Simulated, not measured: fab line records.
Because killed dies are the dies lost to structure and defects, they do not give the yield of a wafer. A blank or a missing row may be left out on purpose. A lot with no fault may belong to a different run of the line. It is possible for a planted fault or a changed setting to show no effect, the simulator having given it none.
What tool caused it? -- flow berkeley-cmos170 -- 72 wafers from 24 lots sampled at 5 of the route's 331 steps

## WHAT EACH GAUGE READ, for each wafer
UCB170_START_THK_MEAS_03. Usual: START_OXIDE_THK gives 20.2 nm (standard deviation 0.45).
lot,measured,on,START_OXIDE_THK (nm),flag
L074,day 1 14:17,film-metro-03,19.9 19.8 19.8,
L075,day 1 19:59,film-metro-03,19.4 19.3 19.7,
L076,day 2 01:20,film-metro-03,19.8 19.6 19.8,
L077,day 2 06:39,film-metro-01,20.6 20.4 20.5,
L079,day 2 13:00,film-metro-01,19.5 19.8 19.4,
L078,day 2 13:01,film-metro-03,20.3 20.2 20.4,
L080,day 2 21:11,film-metro-01,20.3 20.2 20.5,
L081,day 3 03:02,film-metro-03,18.8 19.1 19.3,
L082,day 3 07:31,film-metro-02,20.5 20.4 20.5,
L083,day 3 12:25,film-metro-01,20.3 20.5 20.1,
L084,day 3 16:59,film-metro-03,19.9 19.9 20.3,
L086,day 3 23:43,film-metro-02,20.6 20.3 20.4,
L085,day 3 23:44,film-metro-01,20.7 20.6 20.4,
L087,day 4 09:37,film-metro-02,20.4 20.4 20.1,
L088,day 4 13:26,film-metro-03,19.8 19.9 19.9,
L089,day 4 17:30,film-metro-03,19.7 20.3 20.2,
L090,day 5 01:45,film-metro-03,20.6 20.7 20.2,
L091,day 5 01:49,film-metro-03,20.6 20.6 20.6,
L092,day 5 09:48,film-metro-03,20.9 20.9 20.9,
L093,day 5 15:36,film-metro-02,20.2 19.9 20.0,
L094,day 5 19:40,film-metro-01,20.5 20.4 20.1,
L095,day 6 00:10,film-metro-03,20.6 20.9 20.9,
L096,day 6 07:16,film-metro-01,20.3 20.1 20.0,
L097,day 6 07:17,film-metro-02,19.9 20.0 19.7,

UCB170_ACTIVE_CD_MEAS_13 targets a cd of 1200 nm. Usual: cd-nm at 1199.8 nm, with a standard deviation of 1.3.
lot,measured,on,cd-nm (nm),flag
L074,day 4 20:25,cd-sem-01,1201.1 1199.0 1199.0,
L075,day 5 00:16,cd-sem-01,1200.7 1200.2 1199.2,
L076,day 4 23:58,cd-sem-01,1200.4 1198.6 1199.7,
L077,day 5 09:06,cd-sem-01,1199.5 1199.9 1201.0,
L079,day 5 18:13,cd-sem-02,1202.5 1202.9 1202.9,
L078,day 5 18:47,cd-sem-01,1199.7 1201.1 1200.2,
L080,day 6 06:08,cd-sem-02,1199.4 1198.1 1196.8,
L081,day 6 06:08,cd-sem-01,1199.7 1198.6 1200.8,
L082,day 6 05:53,cd-sem-01,1202.8 1201.5 1201.5,
L083,day 7 02:16,cd-sem-02,1201.0 1201.2 1200.4,
L084,day 7 02:35,cd-sem-02,1200.1 1201.1 1199.6,
L086,day 7 09:29,cd-sem-01,1199.9 1200.1 1201.2,
L085,day 7 09:50,cd-sem-02,1200.0 1199.3 1198.8,
L087,day 7 09:11,cd-sem-02,1199.1 1197.3 1198.6,
L088,day 7 09:46,cd-sem-01,1200.1 1201.9 1199.4,
L089,day 7 18:02,cd-sem-02,1200.4 1199.9 1200.5,
L090,day 8 06:08,cd-sem-02,1197.9 1199.3 1198.5,
L091,day 8 06:17,cd-sem-01,1199.0 1200.4 1201.0,
L092,day 8 14:43,cd-sem-02,1198.4 1198.3 1198.3,
L093,day 8 20:22,cd-sem-01,1199.7 1198.4 1198.9,
L094,day 8 20:35,cd-sem-02,1199.0 1199.2 1200.2,
L095,day 9 14:25,cd-sem-02,1199.3 1200.6 1200.0,
L096,day 10 05:15,cd-sem-02,1198.9 1198.9 1198.0,
L097,day 10 05:59,cd-sem-01,1196.9 1198.4 1197.1,

UCB170_ACTIVE_OVL_MEAS_14. Usual: ACTIVE_OVL gives 5 nm (standard deviation 5).
lot,measured,on,ACTIVE_OVL (nm),flag
L074,day 4 20:32,overlay-02,9 2 -3,
L075,day 5 00:22,overlay-02,1 -4 5,
L076,day 5 00:05,overlay-02,7 3 2,
L077,day 5 09:13,overlay-01,7 11 9,
L079,day 5 18:20,overlay-02,-4 5 -2,
L078,day 5 18:53,overlay-02,3 0 5,
L080,day 6 06:16,overlay-01,-3 0 0,
L081,day 6 06:16,overlay-02,9 7 11,
L082,day 6 05:59,overlay-02,-1 4 8,
L083,day 7 02:22,overlay-01,7 8 6,
L084,day 7 02:40,overlay-01,5 7 3,
L086,day 7 09:35,overlay-01,4 5 6,
L085,day 7 09:56,overlay-02,-5 -4 1,
L087,day 7 09:18,overlay-01,6 6 8,
L088,day 7 09:52,overlay-01,1 11 10,
L089,day 7 18:10,overlay-01,8 2 3,
L090,day 8 06:14,overlay-02,-1 0 6,
L091,day 8 06:23,overlay-01,-7 -4 3,
L092,day 8 14:50,overlay-02,0 4 -4,
L093,day 8 20:28,overlay-02,4 11 4,
L094,day 8 20:43,overlay-01,7 2 2,
L095,day 9 14:32,overlay-01,-6 -2 14,
L096,day 10 05:22,overlay-01,6 7 5,
L097,day 10 06:04,overlay-01,9 18 8,

UCB170_PVT_OVL_MEAS_06. Usual: PVT_OVL gives 5 nm (standard deviation 4.6).
lot,measured,on,PVT_OVL (nm),flag
L074,day 6 12:52,overlay-01,11 11 3,
L075,day 6 13:41,overlay-01,7 8 4,
L076,day 6 13:24,overlay-01,6 2 4,
L077,day 6 23:32,overlay-01,9 -3 -3,
L079,day 7 13:09,overlay-02,0 -5 -2,
L078,day 7 12:53,overlay-01,3 2 10,
L080,day 8 01:38,overlay-02,4 10 8,
L081,day 8 01:55,overlay-02,12 7 5,
L082,day 8 01:26,overlay-01,4 3 5,
L083,day 8 22:25,overlay-01,5 -1 -1,
L084,day 8 22:26,overlay-02,7 7 13,
L086,day 9 06:59,overlay-02,6 4 11,
L085,day 9 06:44,overlay-01,3 11 6,
L087,day 9 07:34,overlay-02,8 8 3,
L088,day 9 07:13,overlay-01,0 -1 1,
L089,day 9 21:31,overlay-02,9 3 4,
L090,day 10 08:24,overlay-01,7 3 -2,
L091,day 10 08:04,overlay-02,7 5 10,
L092,day 10 18:18,overlay-01,-1 6 -3,
L093,day 10 18:33,overlay-02,4 4 4,
L094,day 10 20:44,overlay-02,-4 0 0,
L095,day 11 08:49,overlay-02,13 11 13,
L096,day 11 20:35,overlay-02,6 6 11,
L097,day 11 21:08,overlay-02,-1 -6 -1,

## WHICH TOOL RAN EACH LOT (tool, then ch and the chambers of the sampled wafers, then the start)
lot,UCB170_ACTIVE_STRIP_16
L074,"plasma-asher-02 ch 0,1, day 4 20:40"
L075,"plasma-asher-04 ch 0,1, day 5 00:31"
L076,"plasma-asher-04 ch 0,1, day 5 00:13"
L077,"plasma-asher-03 ch 0,1, day 5 09:20"
L079,"plasma-asher-04 ch 1, day 5 18:28"
L078,"plasma-asher-02 ch 0,1, day 5 19:02"
L080,"plasma-asher-03 ch 0,1, day 6 06:23"
L081,"plasma-asher-04 ch 0,1, day 6 06:23"
L082,"plasma-asher-02 ch 1, day 6 06:07"
L083,"plasma-asher-03 ch 0,1, day 7 02:30"
L084,"plasma-asher-02 ch 0,1, day 7 02:49"
L086,"plasma-asher-04 ch 0,1, day 7 09:43"
L085,"plasma-asher-03 ch 0,1, day 7 10:05"
L087,"plasma-asher-02 ch 0,1, day 7 09:26"
L088,"plasma-asher-02 ch 0,1, day 7 10:01"
L089,"plasma-asher-02 ch 0,1, day 7 18:18"
L090,"plasma-asher-04 ch 0,1, day 8 06:26"
L091,"plasma-asher-03 ch 0, day 8 06:31"
L092,"plasma-asher-03 ch 0,1, day 8 14:59"
L093,"plasma-asher-02 ch 0,1, day 8 20:36"
L094,"plasma-asher-03 ch 0,1, day 8 20:51"
L095,"plasma-asher-02 ch 1, day 9 14:41"
L096,"plasma-asher-02 ch 0,1, day 10 05:34"
L097,"plasma-asher-03 ch 0,1, day 10 06:14"
- UCB170_ACTIVE_STRIP_16: strips in O2.

## WHAT THE TOOLS THEMSELVES READ (means of the sampled wafers that have a number; where no wafer has one, the mark that the record gives instead)
UCB170_ACTIVE_STRIP_16. Usual: drypump-motor-current-A 5.6 A, standard deviation 0.53; oes-product-au 0.721 a.u., standard deviation 0.0044; strip-time-to-endpoint-s 18.12 s, standard deviation 0.095.
lot,tool,drypump-motor-current-A (A),oes-product-au (a.u.),strip-time-to-endpoint-s (s),flag
L074,plasma-asher-02,5.5,0.719,18.13,
L075,plasma-asher-04,6.0,0.719,18.10,
L076,plasma-asher-04,6.1,0.718,18.20,
L077,plasma-asher-03,5.8,0.721,18.12,
L079,plasma-asher-04,6.2,0.721,18.08,
L078,plasma-asher-02,5.2,0.722,18.16,
L080,plasma-asher-03,5.4,0.721,18.10,
L081,plasma-asher-04,6.0,0.719,18.16,
L082,plasma-asher-02,4.9,0.723,18.14,
L083,plasma-asher-03,5.8,0.722,18.18,
L084,plasma-asher-02,5.2,0.720,18.15,
L086,plasma-asher-04,6.0,0.722,18.18,
L085,plasma-asher-03,5.8,0.723,18.10,
L087,plasma-asher-02,5.2,0.721,18.21,
L088,plasma-asher-02,5.2,0.721,18.21,
L089,plasma-asher-02,5.2,0.721,17.99,
L090,plasma-asher-04,5.9,0.718,18.21,
L091,plasma-asher-03,6.1,0.721,17.99,
L092,plasma-asher-03,5.4,0.718,18.07,
L093,plasma-asher-02,5.2,0.725,18.06,
L094,plasma-asher-03,5.4,0.718,18.14,
L095,plasma-asher-02,4.9,0.722,18.14,
L096,plasma-asher-02,5.2,0.724,18.11,
L097,plasma-asher-03,5.5,0.725,18.05,

## THE ANSWER, worked out from the rows above alone
Rule: a lot counts as off when the mean over its wafers that have a number is more than 3 standard deviations away from the usual mean. A lot without any number at a reading at which 4 lots or more have one is off too. Where the step has rows for the other lots, those lots are counted as sound. After the gauges, taken in route order, come the tools' own readings; for these a lot's mean is taken, as printed above. At the first step where some lot is off, the reading lying furthest off is the one used; lots without a number count as furthest.
No lot is off at any reading shown: from this, nothing can be told.

## WHAT WAS PUT IN BY THE SIMULATOR
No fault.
